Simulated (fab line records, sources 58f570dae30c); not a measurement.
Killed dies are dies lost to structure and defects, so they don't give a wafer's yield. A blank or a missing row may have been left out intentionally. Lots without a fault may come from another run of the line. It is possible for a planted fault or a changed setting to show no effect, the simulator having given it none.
Lot-split experiment / flow berkeley-cmos170 / on a route of 331 steps: 5 lots, 23 wafers read

SPLIT DETAILS
At UCB170_START_OXIDATION_02 (target thk 20 nm, ox time 1800 s), the setting temp-c was moved away from the recipe's 950 C on 15 of the 23 wafers read, by -2.3% to +1.9%. For the rest of the wafers, this setting stayed at what the recipe calls for.

There is no step in the file separating the split from the reading.

THE READING
Values of START_OXIDE_THK in nm from UCB170_START_THK_MEAS_03. On this fab line, fault-free wafers typically give 20.0 nm with a standard deviation of 0.32 nm.

wafer=L074.1; tool, chamber at the split=-, -; temp-c as run, C=932.8; against the recipe=-1.8%; START_OXIDE_THK, nm=16.2; against lot-mates on the recipe=no lot-mate on the recipe
wafer=L074.2; tool, chamber at the split=-, -; temp-c as run, C=932.8; against the recipe=-1.8%; START_OXIDE_THK, nm=16.5; against lot-mates on the recipe=no lot-mate on the recipe
wafer=L074.3; tool, chamber at the split=-, -; temp-c as run, C=932.8; against the recipe=-1.8%; START_OXIDE_THK, nm=16.8; against lot-mates on the recipe=no lot-mate on the recipe
wafer=L074.4; tool, chamber at the split=-, -; temp-c as run, C=932.8; against the recipe=-1.8%; START_OXIDE_THK, nm=16.6; against lot-mates on the recipe=no lot-mate on the recipe
wafer=L074.6; tool, chamber at the split=-, -; temp-c as run, C=932.8; against the recipe=-1.8%; START_OXIDE_THK, nm=16.1; against lot-mates on the recipe=no lot-mate on the recipe
wafer=L078.1; tool, chamber at the split=-, -; temp-c as run, C=950; against the recipe=recipe; START_OXIDE_THK, nm=20.2; against lot-mates on the recipe=-
wafer=L078.2; tool, chamber at the split=-, -; temp-c as run, C=950; against the recipe=recipe; START_OXIDE_THK, nm=20.2; against lot-mates on the recipe=-
wafer=L078.3; tool, chamber at the split=-, -; temp-c as run, C=950; against the recipe=recipe; START_OXIDE_THK, nm=20.3; against lot-mates on the recipe=-
wafer=L078.4; tool, chamber at the split=-, -; temp-c as run, C=950; against the recipe=recipe; START_OXIDE_THK, nm=20.0; against lot-mates on the recipe=-
wafer=L078.5; tool, chamber at the split=-, -; temp-c as run, C=950; against the recipe=recipe; START_OXIDE_THK, nm=19.9; against lot-mates on the recipe=-
wafer=L081.3; tool, chamber at the split=furnace-02, 0; temp-c as run, C=950; against the recipe=recipe; START_OXIDE_THK, nm=20.7; against lot-mates on the recipe=-
wafer=L081.5; tool, chamber at the split=furnace-02, 0; temp-c as run, C=950; against the recipe=recipe; START_OXIDE_THK, nm=20.1; against lot-mates on the recipe=-
wafer=L081.6; tool, chamber at the split=furnace-02, 0; temp-c as run, C=950; against the recipe=recipe; START_OXIDE_THK, nm=20.8; against lot-mates on the recipe=-
wafer=L083.1; tool, chamber at the split=-, -; temp-c as run, C=928.2; against the recipe=-2.3%; START_OXIDE_THK, nm=15.8; against lot-mates on the recipe=no lot-mate on the recipe
wafer=L083.3; tool, chamber at the split=-, -; temp-c as run, C=928.2; against the recipe=-2.3%; START_OXIDE_THK, nm=16.1; against lot-mates on the recipe=no lot-mate on the recipe
wafer=L083.4; tool, chamber at the split=-, -; temp-c as run, C=928.2; against the recipe=-2.3%; START_OXIDE_THK, nm=15.8; against lot-mates on the recipe=no lot-mate on the recipe
wafer=L083.5; tool, chamber at the split=-, -; temp-c as run, C=928.2; against the recipe=-2.3%; START_OXIDE_THK, nm=15.6; against lot-mates on the recipe=no lot-mate on the recipe
wafer=L083.6; tool, chamber at the split=-, -; temp-c as run, C=928.2; against the recipe=-2.3%; START_OXIDE_THK, nm=15.7; against lot-mates on the recipe=no lot-mate on the recipe
wafer=L084.2; tool, chamber at the split=-, -; temp-c as run, C=968; against the recipe=+1.9%; START_OXIDE_THK, nm=23.7; against lot-mates on the recipe=no lot-mate on the recipe
wafer=L084.3; tool, chamber at the split=-, -; temp-c as run, C=968; against the recipe=+1.9%; START_OXIDE_THK, nm=23.5; against lot-mates on the recipe=no lot-mate on the recipe
wafer=L084.4; tool, chamber at the split=-, -; temp-c as run, C=968; against the recipe=+1.9%; START_OXIDE_THK, nm=23.5; against lot-mates on the recipe=no lot-mate on the recipe
wafer=L084.5; tool, chamber at the split=-, -; temp-c as run, C=968; against the recipe=+1.9%; START_OXIDE_THK, nm=23.5; against lot-mates on the recipe=no lot-mate on the recipe
wafer=L084.6; tool, chamber at the split=-, -; temp-c as run, C=968; against the recipe=+1.9%; START_OXIDE_THK, nm=23.5; against lot-mates on the recipe=no lot-mate on the recipe

THE FIT
A straight line over all 23 wafers: START_OXIDE_THK changes by +1.89 nm for each +1% of temp-c; r = +1.00; the points scatter about the line by 0.3 nm.
Too few moved wafers with a lot-mate on the recipe to fit a line net of each lot's own level.

THE WHOLE CHAIN: every reading that the file lists as answering this split, in the file's order
step=UCB170_START_OXIDATION_02; what it does=target thk 20 nm, ox time 1800 s; reading=SiO2_of_START_OXIDATION_02.thk-nm (the simulator's own value, which no gauge read); change (the file's fit)=+1.89 nm for each +1% of the setting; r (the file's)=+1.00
step=UCB170_START_THK_MEAS_03; what it does=; reading=START_OXIDE_THK; change (the file's fit)=+1.89 for each +1% of the setting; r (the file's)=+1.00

FILE'S OWN FIT
START_OXIDE_THK changes by +1.89 nm for each +1% of temp-c, r = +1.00.
